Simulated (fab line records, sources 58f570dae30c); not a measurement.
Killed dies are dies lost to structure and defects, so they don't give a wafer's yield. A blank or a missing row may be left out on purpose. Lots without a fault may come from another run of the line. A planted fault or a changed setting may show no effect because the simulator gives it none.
One fault seen from 2 desks | flow berkeley_cmos170 | each desk has only its own numbers; what lay behind them comes last

THE TOOL OWNER'S DESK: rie_diel-02
The tool's own readings at UCB170_GATE_ETCH_14 (etches BARC in N2/H2): means of the sampled wafers that have a number, for each lot that ran on this tool. A lot is out of limits, marked OUT, if its mean lies more than 4 standard deviations from the usual mean; the brackets give that distance.
Columns: A = drypump_motor_current_A at UCB170_GATE_ETCH_14, usual 5.7 A; B = oes_product_au at UCB170_GATE_ETCH_14, usual 1.009 a.u.; C = throttle_valve_pct at UCB170_GATE_ETCH_14, usual 13.29 %
lot  | first seen here | A   | B     | C
L738 | day 8 03:08     | 5.6 | 1.012 | 13.31
L747 | day 10 15:40    | 5.9 | 0.997 | 13.41
This desk's finding: nothing out of limits on any of the 2 lots.

THE METROLOGY DESK
What the gauges read, lot by lot, whatever tool the lot ran on: means of the sampled wafers that have a number. A lot is out of limits, marked OUT, if its mean lies more than 4 standard deviations from the usual mean; the brackets give that distance.
Columns: A = GATE_OXIDE_THK at UCB170_GATE_THK_MEAS_02, usual 6.53 nm; B = GATE_POLY_THK at UCB170_GATE_THK_MEAS_05, usual 213.7 nm; C = cd_nm at UCB170_GATE_CD_MEAS_12, usual 349.7 nm; D = GATE_OVL at UCB170_GATE_OVL_MEAS_13, usual -2 nm
lot  | first seen here | A    | B     | C     | D
L738 | day 7 17:53     | 6.62 | 213.8 | 347.1 | 0
L746 | day 8 21:11     | 6.52 | 214.2 | 350.4 | -7
L747 | day 10 02:14    | 6.52 | 213.2 | 348.4 | -0
L754 | day 11 13:08    | 6.55 | 210.2 | 348.6 | -13
L757 | day 11 23:52    | 6.46 | 215.0 | 348.1 | 3
This desk's finding: nothing out of limits on any of the 5 lots.

PUT TOGETHER
The tool owner's desk saw nothing out of limits.
The metrology desk saw nothing out of limits.

WHAT THE SIMULATOR HAD PUT IN
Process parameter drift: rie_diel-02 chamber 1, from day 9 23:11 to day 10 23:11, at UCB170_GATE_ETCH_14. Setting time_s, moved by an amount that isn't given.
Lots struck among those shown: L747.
